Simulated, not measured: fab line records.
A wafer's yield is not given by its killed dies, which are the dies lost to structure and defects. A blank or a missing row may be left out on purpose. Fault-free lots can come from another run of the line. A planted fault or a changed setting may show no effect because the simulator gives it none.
fab line records | flow berkeleyCmos170 | part 2 of 2: steps 28 to 38 of 38
[record] lots = 5 | wafers = 15 | lastDay = 12
route steps=331 shown NWELL@32 PWELL@34 WELLDRIVE@55 ACTIVE@60
lots untouched by any fault: they come from a run of this same line in which no faults occurred
startH: hours from the record's opening day to when the first of the lot's shown wafers began | waitH: time in hours since the lot's previous step | " as in the row above | L1.1+2: one row covering several wafers at once | - either no value or no given start | * or withheld: withheld | < > ~ a bound
route shown NAME@n: names a module that has steps shown in the file, with the first one's number in the route | usual: the fault-free wafers' mean and standard deviation | same: alike in all rows | chamber/n: place in a boat | sites: per-site readings | _std_site: standard deviation across them | _edge_site: mean of outer sites minus mean of inner sites | radiusMm: how far each site lies from the wafer's centre | mask NAME#n: copy n | behind: tool/chamber where the wafer was last shaped | hold: the reason the lot was held/the length of the hold in hours/how it ended | device: transistor that didn't switch, given as n, p or np | end of line: at the end of the route, the tests of the same wafers | a step with no rows: only its recipe | killed: not the wafer's yield, but the dies lost to structure and defects at the first sort | map: the dies of a wafer, with x for killed, . for not killed, _ for no die there
set.NAME: the setting the step ran with; set.NAME@STEP: the setting that earlier step ran with | model.NAME: the simulator's own value behind a step, which no gauge read
lots at some steps of the route; a table a step, a row a wafer
services: from which hour (startH, from the record's first day; less than 0 if before it) a tool's chamber was out of use, for how many hours, and why
[[steps]]
[step UCB170_WELLDRIVE_WET_ETCH_04]
[recipe] chemistry = BOE | dilution = 5:1 | target = SiO2 | tempC = 25 | timeS = 120
lot.wafer  | tool        | chamber | startH | waitH
L077.1+2+5 | wetBench-03 | 3       | 88.74  | 0.5
L078.3+4+5 | wetBench-03 | 0       | 88.74  | 0.5
L081.1+2+5 | wetBench-04 | 3       | 98.92  | 0.0
L085.2+3+5 | wetBench-02 | 2       | 129.95 | 0.0
L089.2+3+5 | wetBench-03 | 0       | 157.84 | 0.0
[step UCB170_ACTIVE_CLEAN_00]
[recipe] chemistry = SPM | tempC = 120 | timeS = 600
lot.wafer  | tool        | chamber | startH | waitH
L077.1+2+5 | wetBench-02 | 3       | 89.99  | 1.2
L078.3+4+5 | wetBench-02 | 2       | 89.99  | 1.2
L081.1+2+5 | wetBench-02 | 0       | 98.96  | 0.0
L085.2+3+5 | wetBench-02 | 3       | 129.99 | 0.0
L089.2+3+5 | wetBench-04 | 1       | 157.88 | 0.0
[step UCB170_ACTIVE_CLEAN_01]
[recipe] chemistry = dHF | dilution = 25:1 | timeS = 60
lot.wafer  | tool        | chamber | startH | waitH
L077.1+2+5 | wetBench-02 | 3       | 90.68  | 0.5
L078.3+4+5 | wetBench-02 | 0       | 90.68  | 0.5
L081.1+2+5 | wetBench-04 | 1       | 99.16  | 0.0
L085.2+3+5 | wetBench-02 | 1       | 130.17 | 0.0
L089.2+3+5 | wetBench-02 | 3       | 158.07 | 0.0
[step UCB170_ACTIVE_OXIDATION_02]
[recipe] tempC = 1000 | ambient = O2 | targetThkA = 264 | oxTimeS = 1260
[usual] oxTempC = 1000.1/0.37 | spikeTcLoadC = 1026.2/1.1
[same] oxTimeS = 1260
lot.wafer | tool       | chamber | startH | waitH | oxTempC | spikeTcLoadC
L077.1    | furnace-02 | 0       | 93.99  | 3.3   | 1000.3  | 1026.7
L077.2    | "          | 0       | "      | "     | 999.9   | 1026.3
L077.5    | "          | 0       | "      | "     | 1000.1  | 1026.8
L078.3    | furnace-02 | 0       | 93.99  | 3.3   | 999.3   | 1026.6
L078.4    | "          | 0       | "      | "     | 1000.0  | 1027.6
L078.5    | "          | 0       | "      | "     | 999.7   | 1026.5
L081.1    | furnace-01 | 0       | 103.57 | 4.4   | 1000.8  | 1024.7
L081.2    | "          | 0       | "      | "     | 1000.8  | 1026.8
L081.5    | "          | 0       | "      | "     | 1000.5  | 1025.7
L085.2    | furnace-02 | 0       | 134.10 | 3.9   | 1000.5  | 1025.4
L085.3    | "          | 0       | "      | "     | 1000.6  | 1027.4
L085.5    | "          | 0       | "      | "     | 1000.1  | 1025.5
L089.2    | furnace-04 | 0       | 165.78 | 7.7   | 999.9   | 1024.6
L089.3    | "          | 0       | "      | "     | 1000.2  | 1026.8
L089.5    | "          | 0       | "      | "     | 999.6   | 1025.7
[step UCB170_ACTIVE_THK_MEAS_03]
[recipe] reads = SiO2_of_ACTIVE_OXIDATION_02
[usual] ACTIVE_OXIDE_THK = 26.2/0.5
lot.wafer | tool         | chamber | startH | waitH | ACTIVE_OXIDE_THK[nm]
L078.3    | filmMetro-03 | -       | 95.36  | 0.0   | 26.6
L078.4    | "            | -       | "      | "     | 26.4
L078.5    | "            | -       | "      | "     | 26.4
L077.1    | filmMetro-02 | -       | 95.40  | 0.1   | 27.8
L077.2    | "            | -       | "      | "     | 27.2
L077.5    | "            | -       | "      | "     | 26.8
L081.1    | filmMetro-01 | -       | 104.92 | 0.0   | 25.7
L081.2    | "            | -       | "      | "     | 25.6
L081.5    | "            | -       | "      | "     | 26.0
L085.2    | filmMetro-02 | -       | 135.48 | 0.0   | 25.6
L085.3    | "            | -       | "      | "     | 25.6
L085.5    | "            | -       | "      | "     | 25.8
L089.2    | filmMetro-03 | -       | 167.14 | 0.0   | 25.4
L089.3    | "            | -       | "      | "     | 25.1
L089.5    | "            | -       | "      | "     | 25.4
[step UCB170_ACTIVE_ANNEAL_04]
[recipe] tempC = 1000 | timeS = 900 | ambient = N2
[usual] spikeTcLoadC = 1026.0/1.1
lot.wafer | tool       | chamber | startH | waitH | spikeTcLoadC
L077.1    | furnace-04 | 0       | 100.25 | 4.8   | 1025.9
L077.2    | "          | 0       | "      | "     | 1026.3
L077.5    | "          | 0       | "      | "     | 1026.0
L078.3    | furnace-04 | 0       | 100.25 | 4.9   | 1023.7
L078.4    | "          | 0       | "      | "     | 1027.0
L078.5    | "          | 0       | "      | "     | 1025.5
L081.1    | furnace-02 | 0       | 111.70 | 6.8   | 1027.1
L081.2    | "          | 0       | "      | "     | 1027.2
L081.5    | "          | 0       | "      | "     | 1026.5
L085.2    | furnace-04 | 0       | 137.75 | 2.3   | 1025.8
L085.3    | "          | 0       | "      | "     | 1027.5
L085.5    | "          | 0       | "      | "     | 1024.3
L089.2    | furnace-04 | 0       | 174.85 | 7.7   | 1025.4
L089.3    | "          | 0       | "      | "     | 1024.5
L089.5    | "          | 0       | "      | "     | 1025.8
[step UCB170_ACTIVE_CVD_05]
[recipe] material = Si3N4 | targetThkNm = 220 | tempC = 800 | precursor = SiH2Cl2/NH3 | timeS = 3300 | pressureMtorr = 200 | sih2cl2FlowSccm = 25 | nh3FlowSccm = 75
[usual] spikeTcLoadC = 828/4.2
lot.wafer | tool     | chamber | startH | waitH | spikeTcLoadC
L077.1    | lpcvd-01 | 0       | 101.50 | 0.0   | 831
L077.2    | "        | 0       | "      | "     | 831
L077.5    | "        | 0       | "      | "     | 832
L078.3    | lpcvd-01 | 0       | 101.50 | 0.0   | 832
L078.4    | "        | 0       | "      | "     | 829
L078.5    | "        | 0       | "      | "     | 830
L081.1    | lpcvd-01 | 1       | 112.95 | 0.0   | 821
L081.2    | "        | 1       | "      | "     | 821
L081.5    | "        | 1       | "      | "     | 824
L085.2    | lpcvd-01 | 1       | 139.00 | 0.0   | 822
L085.3    | "        | 1       | "      | "     | 821
L085.5    | "        | 1       | "      | "     | 822
L089.2    | lpcvd-01 | 0       | 176.10 | 0.0   | 831
L089.3    | "        | 0       | "      | "     | 831
L089.5    | "        | 0       | "      | "     | 831
[step UCB170_ACTIVE_THK_MEAS_06]
[recipe] reads = Si3N4_of_ACTIVE_CVD_05
[usual] ACTIVE_NITRIDE_THK = 220.4/2
lot.wafer | tool         | chamber | startH | waitH | ACTIVE_NITRIDE_THK[nm]
L077.1    | filmMetro-02 | -       | 103.42 | 0.0   | 220.2
L077.2    | "            | -       | "      | "     | 220.7
L077.5    | "            | -       | "      | "     | 219.2
L078.3    | filmMetro-03 | -       | 103.44 | 0.0   | 217.9
L078.4    | "            | -       | "      | "     | 219.4
L078.5    | "            | -       | "      | "     | 218.8
L081.1    | filmMetro-02 | -       | 114.87 | 0.0   | 221.4
L081.2    | "            | -       | "      | "     | 222.2
L081.5    | "            | -       | "      | "     | 222.1
L085.2    | filmMetro-02 | -       | 140.93 | 0.0   | 223.5
L085.3    | "            | -       | "      | "     | 222.7
L085.5    | "            | -       | "      | "     | 221.6
L089.2    | filmMetro-02 | -       | 178.02 | 0.0   | 221.7
L089.3    | "            | -       | "      | "     | 221.2
L089.5    | "            | -       | "      | "     | 220.1
[step UCB170_ACTIVE_HMDS_07]
[recipe] primeTimeS = 60 | primeTempC = 100
[usual] chillPlateTempC = 23.00/0.11 | exhaustPa = 45.0/0.88
[same] primeTimeS = 60
lot.wafer | tool          | chamber | startH | waitH | chillPlateTempC | exhaustPa
L078.3    | lithoTrack-04 | 0       | 103.53 | 0.1   | 23.01           | 45.5
L078.4    | "             | 0       | "      | "     | 23.14           | 45.9
L078.5    | "             | 0       | "      | "     | 23.21           | 46.3
L077.1    | lithoTrack-02 | 0       | 103.61 | 0.2   | 23.13           | 43.9
L077.2    | "             | 0       | "      | "     | 23.08           | 43.5
L077.5    | "             | 0       | "      | "     | 23.00           | 44.8
L081.1    | lithoTrack-02 | 0       | 115.13 | 0.2   | 23.09           | 45.7
L081.2    | "             | 0       | "      | "     | 23.05           | 46.4
L081.5    | "             | 0       | "      | "     | 22.98           | 46.1
L085.2    | lithoTrack-02 | 0       | 141.27 | 0.3   | 23.05           | 45.1
L085.3    | "             | 0       | "      | "     | 22.91           | 45.9
L085.5    | "             | 0       | "      | "     | 22.83           | 43.3
L089.2    | lithoTrack-04 | 0       | 178.10 | 0.1   | 22.85           | 45.5
L089.3    | "             | 0       | "      | "     | 22.92           | 44.5
L089.5    | "             | 0       | "      | "     | 23.01           | 43.6
[step UCB170_ACTIVE_COAT_08]
[recipe] resist = KrF | spinRpm = 1500 | resistThkNm = 900
[usual] chillPlateTempC = 23.01/0.098 | exhaustPa = 45.0/0.91
lot.wafer | tool          | chamber | startH | waitH | chillPlateTempC | exhaustPa
L078.3    | lithoTrack-04 | 0       | 103.68 | 0.1   | 23.06           | 45.0
L078.4    | "             | 0       | "      | "     | 23.20           | 44.1
L078.5    | "             | 0       | "      | "     | 23.06           | 44.1
L077.1    | lithoTrack-02 | 0       | 103.76 | 0.1   | 23.03           | 43.9
L077.2    | "             | 0       | "      | "     | 22.98           | 44.0
L077.5    | "             | 0       | "      | "     | 22.85           | 43.4
L081.1    | lithoTrack-02 | 0       | 115.28 | 0.1   | 22.82           | 43.7
L081.2    | "             | 0       | "      | "     | 22.81           | 44.7
L081.5    | "             | 0       | "      | "     | 22.86           | 43.8
L085.2    | lithoTrack-02 | 0       | 141.42 | 0.1   | 23.03           | 44.4
L085.3    | "             | 0       | "      | "     | 22.84           | 43.8
L085.5    | "             | 0       | "      | "     | 22.93           | 44.3
L089.2    | lithoTrack-04 | 0       | 178.25 | 0.1   | 23.06           | 44.2
L089.3    | "             | 0       | "      | "     | 23.02           | 43.9
L089.5    | "             | 0       | "      | "     | 23.00           | 45.2
[step UCB170_ACTIVE_SOFTBAKE_09]
[recipe] resist = KrF | tempC = 130 | timeS = 60
[usual] chillPlateTempC = 23.02/0.11 | exhaustPa = 45.1/1
lot.wafer | tool          | chamber | startH | waitH | chillPlateTempC | exhaustPa
L078.3    | lithoTrack-04 | 0       | 103.83 | 0.1   | 23.02           | 46.8
L078.4    | "             | 0       | "      | "     | 22.90           | 45.7
L078.5    | "             | 0       | "      | "     | 22.79           | 45.1
L077.1    | lithoTrack-02 | 0       | 103.91 | 0.1   | 22.99           | 46.2
L077.2    | "             | 0       | "      | "     | 23.16           | 47.1
L077.5    | "             | 0       | "      | "     | 23.01           | 47.5
L081.1    | lithoTrack-02 | 0       | 115.43 | 0.1   | 23.11           | 44.1
L081.2    | "             | 0       | "      | "     | 23.09           | 44.2
L081.5    | "             | 0       | "      | "     | 23.19           | 44.5
L085.2    | lithoTrack-02 | 0       | 141.57 | 0.1   | 22.93           | 46.4
L085.3    | "             | 0       | "      | "     | 23.06           | 45.9
L085.5    | "             | 0       | "      | "     | 23.00           | 45.1
L089.2    | lithoTrack-04 | 0       | 178.40 | 0.1   | 22.99           | 44.0
L089.3    | "             | 0       | "      | "     | 23.09           | 43.8
L089.5    | "             | 0       | "      | "     | 23.04           | 44.2
[[services]]
tool           | chamber | startH | hours | kind
rieDiel-01     | 0       | 32.24  | 13.3  | repair
implanter-03   | -       | 53.34  | 3.8   | repair
furnace-02     | -       | 57.01  | 5.0   | pm
furnace-01     | -       | 60.27  | 3.6   | pm
rieDiel-02     | 2       | 72.43  | 2.8   | repair
implanter-01   | -       | 82.46  | 22.2  | pm
lpcvd-02       | -       | 88.87  | 0.5   | repair
krfScanner-02  | -       | 92.50  | 0.8   | pm
krfScanner-01  | -       | 96.15  | 0.8   | pm
furnace-04     | -       | 106.02 | 22.7  | pm
krfScanner-01  | -       | 106.68 | 1.3   | pm
plasmaAsher-02 | -       | 111.49 | 2.8   | pm
krfScanner-02  | -       | 124.79 | 1.3   | pm
krfScanner-01  | -       | 126.53 | 0.8   | pm
rieDiel-02     | 3       | 129.54 | 11.8  | repair
furnace-04     | -       | 143.08 | 3.3   | pm
furnace-01     | -       | 143.57 | 95.7  | pm
krfScanner-02  | -       | 145.78 | 1.0   | pm
furnace-04     | -       | 146.38 | 5.6   | pm
lpcvd-02       | -       | 162.81 | 0.9   | repair
rieDiel-02     | 1       | 167.32 | 3.8   | repair
furnace-04     | -       | 168.38 | 2.3   | pm
rieDiel-02     | 2       | 171.05 | 15.6  | repair
lpcvd-02       | -       | 173.85 | 1.2   | repair
